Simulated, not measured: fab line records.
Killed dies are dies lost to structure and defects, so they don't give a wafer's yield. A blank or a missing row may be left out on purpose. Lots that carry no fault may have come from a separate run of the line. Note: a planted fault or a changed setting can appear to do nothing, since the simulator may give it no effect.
Which tool did it? || flow berkeleyCmos170 || 13 lots, 39 wafers sampled, at 3 steps of a route of 331

WHAT THE GAUGES SHOWED, per wafer
UCB170_WELLDRIVE_THK_MEAS_02. Usual: WELLDRIVE_OXIDE_THK typically reads 199 nm, with standard deviation 3.4.
{"lot": "L213", "measured": "day 3 09:53", "on": "filmMetro-01", "WELLDRIVE_OXIDE_THK (nm)": "195 199 196", "flag": ""}
{"lot": "L214", "measured": "day 3 09:53", "on": "filmMetro-04", "WELLDRIVE_OXIDE_THK (nm)": "196 198 197", "flag": ""}
{"lot": "L215", "measured": "day 3 09:53", "on": "filmMetro-02", "WELLDRIVE_OXIDE_THK (nm)": "197 202 196", "flag": ""}
{"lot": "L217", "measured": "day 4 02:43", "on": "filmMetro-01", "WELLDRIVE_OXIDE_THK (nm)": "199 204 203", "flag": ""}
{"lot": "L216", "measured": "day 4 02:46", "on": "filmMetro-02", "WELLDRIVE_OXIDE_THK (nm)": "202 199 202", "flag": ""}
{"lot": "L218", "measured": "day 4 12:44", "on": "filmMetro-04", "WELLDRIVE_OXIDE_THK (nm)": "199 199 196", "flag": ""}
{"lot": "L219", "measured": "day 4 18:59", "on": "filmMetro-04", "WELLDRIVE_OXIDE_THK (nm)": "196 192 195", "flag": ""}
{"lot": "L225", "measured": "day 5 23:00", "on": "filmMetro-01", "WELLDRIVE_OXIDE_THK (nm)": "194 194 192", "flag": ""}
{"lot": "L226", "measured": "day 6 04:50", "on": "filmMetro-02", "WELLDRIVE_OXIDE_THK (nm)": "202 199 198", "flag": ""}
{"lot": "L233", "measured": "day 7 16:28", "on": "filmMetro-02", "WELLDRIVE_OXIDE_THK (nm)": "197 194 194", "flag": ""}
{"lot": "L234", "measured": "day 8 02:15", "on": "filmMetro-02", "WELLDRIVE_OXIDE_THK (nm)": "197 201 201", "flag": ""}
{"lot": "L235", "measured": "day 8 02:15", "on": "filmMetro-04", "WELLDRIVE_OXIDE_THK (nm)": "198 197 196", "flag": ""}
{"lot": "L236", "measured": "day 8 07:16", "on": "filmMetro-01", "WELLDRIVE_OXIDE_THK (nm)": "200 200 201", "flag": ""}

UCB170_GATE_THK_MEAS_02. Usual: GATE_OXIDE_THK typically reads 6.58 nm, with standard deviation 0.14.
{"lot": "L213", "measured": "day 5 15:50", "on": "filmMetro-04", "GATE_OXIDE_THK (nm)": "6.61 6.55 6.60", "flag": ""}
{"lot": "L214", "measured": "day 5 15:50", "on": "filmMetro-02", "GATE_OXIDE_THK (nm)": "6.62 6.56 6.65", "flag": ""}
{"lot": "L215", "measured": "day 5 15:50", "on": "filmMetro-01", "GATE_OXIDE_THK (nm)": "6.39 6.42 6.54", "flag": ""}
{"lot": "L217", "measured": "day 6 08:02", "on": "filmMetro-01", "GATE_OXIDE_THK (nm)": "6.41 6.63 6.72", "flag": ""}
{"lot": "L216", "measured": "day 6 08:03", "on": "filmMetro-04", "GATE_OXIDE_THK (nm)": "6.60 6.44 6.65", "flag": ""}
{"lot": "L218", "measured": "day 6 21:16", "on": "filmMetro-02", "GATE_OXIDE_THK (nm)": "6.35 6.46 6.37", "flag": ""}
{"lot": "L219", "measured": "day 6 21:16", "on": "filmMetro-04", "GATE_OXIDE_THK (nm)": "6.53 6.52 6.64", "flag": ""}
{"lot": "L225", "measured": "day 8 07:06", "on": "filmMetro-04", "GATE_OXIDE_THK (nm)": "10.68 10.68 10.61", "flag": "OFF"}
{"lot": "L226", "measured": "day 8 15:19", "on": "filmMetro-04", "GATE_OXIDE_THK (nm)": "10.81 10.83 10.84", "flag": "OFF"}
{"lot": "L233", "measured": "day 9 23:35", "on": "filmMetro-02", "GATE_OXIDE_THK (nm)": "6.38 6.36 6.41", "flag": ""}
{"lot": "L234", "measured": "day 10 08:11", "on": "filmMetro-02", "GATE_OXIDE_THK (nm)": "6.92 6.56 6.75", "flag": ""}
{"lot": "L235", "measured": "day 10 08:11", "on": "filmMetro-01", "GATE_OXIDE_THK (nm)": "6.39 6.46 6.46", "flag": ""}
{"lot": "L236", "measured": "day 11 00:23", "on": "filmMetro-01", "GATE_OXIDE_THK (nm)": "6.56 6.62 6.56", "flag": ""}

UCB170_GATE_OVL_MEAS_13. Usual: GATE_OVL typically reads -4 nm, with standard deviation 5.2.
{"lot": "L213", "measured": "day 5 23:34", "on": "overlay-01", "GATE_OVL (nm)": "-4 -7 -7", "flag": ""}
{"lot": "L214", "measured": "day 5 23:50", "on": "overlay-01", "GATE_OVL (nm)": "10 2 3", "flag": ""}
{"lot": "L215", "measured": "day 5 23:43", "on": "overlay-02", "GATE_OVL (nm)": "1 -7 -3", "flag": ""}
{"lot": "L217", "measured": "day 6 14:59", "on": "overlay-02", "GATE_OVL (nm)": "5 -8 -9", "flag": ""}
{"lot": "L216", "measured": "day 6 15:16", "on": "overlay-02", "GATE_OVL (nm)": "-2 0 -7", "flag": ""}
{"lot": "L218", "measured": "day 7 04:31", "on": "overlay-02", "GATE_OVL (nm)": "3 -1 -9", "flag": ""}
{"lot": "L219", "measured": "day 7 05:05", "on": "overlay-02", "GATE_OVL (nm)": "-2 -3 -5", "flag": ""}
{"lot": "L225", "measured": "day 8 15:13", "on": "overlay-02", "GATE_OVL (nm)": "-12 -10 -15", "flag": ""}
{"lot": "L226", "measured": "day 8 22:36", "on": "overlay-02", "GATE_OVL (nm)": "6 6 -4", "flag": ""}
{"lot": "L233", "measured": "day 10 09:14", "on": "overlay-01", "GATE_OVL (nm)": "-3 -6 -1", "flag": ""}
{"lot": "L234", "measured": "day 10 19:29", "on": "overlay-02", "GATE_OVL (nm)": "5 -4 8", "flag": ""}
{"lot": "L235", "measured": "day 10 19:07", "on": "overlay-01", "GATE_OVL (nm)": "-2 3 -5", "flag": ""}
{"lot": "L236", "measured": "day 11 09:41", "on": "overlay-02", "GATE_OVL (nm)": "-8 -6 -13", "flag": ""}

WHICH TOOL RAN EACH LOT (tool, then ch and the chambers of the sampled wafers, then the start)
Before these readings, the record contains no process step.

WHAT THE TOOLS THEMSELVES READ (means of the sampled wafers that have a number; where no wafer has one, the mark that the record gives instead)
The record holds no such reading with a usual standard deviation.

THE ANSWER, worked out from the rows above alone
Rule: a lot is off if the mean of its wafers that have a number lies more than 3 standard deviations from the usual mean. Also off: a lot with no number at a reading for which 4 or more lots have one. Where the step has rows for the other lots, those lots are counted as sound. First the gauges in route order, then the tools' own readings, where a lot's mean is used as printed above. At the first step where some lot is off, the reading lying furthest off is the one used; lots without a number count as furthest.
Off: L225, L226, at UCB170_GATE_THK_MEAS_02 (GATE_OXIDE_THK).
A tool fits if, at a process step before that reading, it ran every lot that is off, and no sound lot after the first of them. The gauges at UCB170_GATE_THK_MEAS_02 are tried like those tools. One fits: UCB170_GATE_THK_MEAS_02 on filmMetro-04. Its last sound lot is L219 (day 6 21:16), its first lot that is off L225 (day 8 07:06): a fault that began between those two fits.

WHAT HAD BEEN PUT IN BY THE SIMULATOR
Metrology matching offset: filmMetro-04, from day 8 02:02 on, at UCB170_GATE_THK_MEAS_02. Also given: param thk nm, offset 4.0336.
Struck lots among those shown: L225, L226. The rule given above showed the same thing.
